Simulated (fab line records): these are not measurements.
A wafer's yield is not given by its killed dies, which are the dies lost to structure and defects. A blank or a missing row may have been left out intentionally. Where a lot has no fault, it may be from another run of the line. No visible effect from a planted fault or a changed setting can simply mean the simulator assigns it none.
Struck lot and sound lot, side by side / flow rit_cmos / 15 steps out of a route of 202
Sound: wafers L143.3, L143.4, L143.5. Struck: wafers L147.4, L147.5. (L147.3 of the same lot was not struck and is left out.) The cause comes at the end.
Each step with rows lists, per side, the tool, then ch with its chambers, then its first start. Under that, the readings that differ: sound wafers / struck wafers / difference of the means / sigmas: that difference in standard deviations of wafers without a fault.
alike: words and numbers the same on both sides, and readings whose means are apart by under 2 such deviations; not compared: readings that were withheld, readings missing a value for some wafer, numbers with overlapping values and no deviation given by the record, and bounds like >300 which may hide the same value.
Wherever a step has rows on one side only, a row that says differs or no value, or a row with sigmas, the two part there. When numbers do not overlap yet have no deviation, they are printed without sigmas and do not part them. A reading that every wafer of one side lacks parts them only if that side has two wafers or more.

RIT_CONTACT_CVD_00: deposits SiO2 from TEOS, target thk 400 nm, time 61 s.
  sound on pecvd-02 ch 1,2, day 4 12:38; struck on pecvd-02 ch 1,2, day 5 09:45
  alike: heater_power_w, susceptor_temp_C
RIT_CONTACT_THK_MEAS_01:
  struck on film_metro-04, day 5 09:49; sound on film_metro-04, day 4 12:42
  alike: CONTACT_TEOS_THK
then, 6 steps without rows for these wafers: RIT_CONTACT_HMDS_02 (prime time 60 s); RIT_CONTACT_COAT_03 (resist thk 981 nm); RIT_CONTACT_SOFTBAKE_04 (time 60 s); RIT_CONTACT_EXPOSE_05 (exposes mask M11, target cd 1000 nm); RIT_CONTACT_PEB_06; RIT_CONTACT_DEVELOP_07 (develop time 120 s).
RIT_CONTACT_CD_MEAS_08: target cd 1000 nm.
  struck on cd_sem-01, day 5 10:52; sound on cd_sem-01, day 4 13:49
  alike: cd_nm
RIT_CONTACT_OVL_MEAS_09:
  struck on overlay-02, day 5 10:58; sound on overlay-02, day 4 13:55
  alike: CONTACT_OVL
then, 1 step without rows for these wafers: RIT_CONTACT_HARDBAKE_10 (time 60 s).
RIT_CONTACT_ETCH_11: etches SiO2 in CHF3/CF4/Ar, stops on TiSi2, target depth 480 nm, time 320 s.
  sound on rie_diel-04 ch 0,2, day 4 14:05; struck on rie_diel-04 ch 0,3, day 5 11:08
  alike: drypump_motor_current_A, oes_product_au, throttle_valve_pct
  not compared: rf_hours_counter_h
RIT_CONTACT_STRIP_12: strips in O2, time 180 s.
  sound on plasma_asher-02 ch 0,1, day 4 14:20; struck on plasma_asher-01 ch 0, day 5 11:23
reading=run_length_s (s); sound=208.4 207.8 208.2; struck=197.7 197.4; difference=-10.6; sigmas=-24
  alike: drypump_motor_current_A
  not compared: rf_hours_counter_h
RIT_CONTACT_CD_MEAS_90: target cd 1000 nm.
  struck on cd_sem-02, day 5 11:33; sound on cd_sem-02, day 4 14:29
  alike: cd_nm
RIT_M1_PROBE_99:
  struck on prober-02, day 5 16:26; sound on prober-02, day 4 19:10
  alike: killed_at_front_end, killed_dies, killed_on_rim, killed_open, killed_short

## WHERE THEY PART
At RIT_CONTACT_STRIP_12 and nowhere else, as far as this record goes. Later steps at which nothing parts them and some readings are alike: RIT_CONTACT_CD_MEAS_90, RIT_M1_PROBE_99.

WHY: what had been put in by the simulator
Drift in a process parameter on plasma_asher-01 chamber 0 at RIT_CONTACT_STRIP_12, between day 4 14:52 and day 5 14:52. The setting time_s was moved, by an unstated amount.
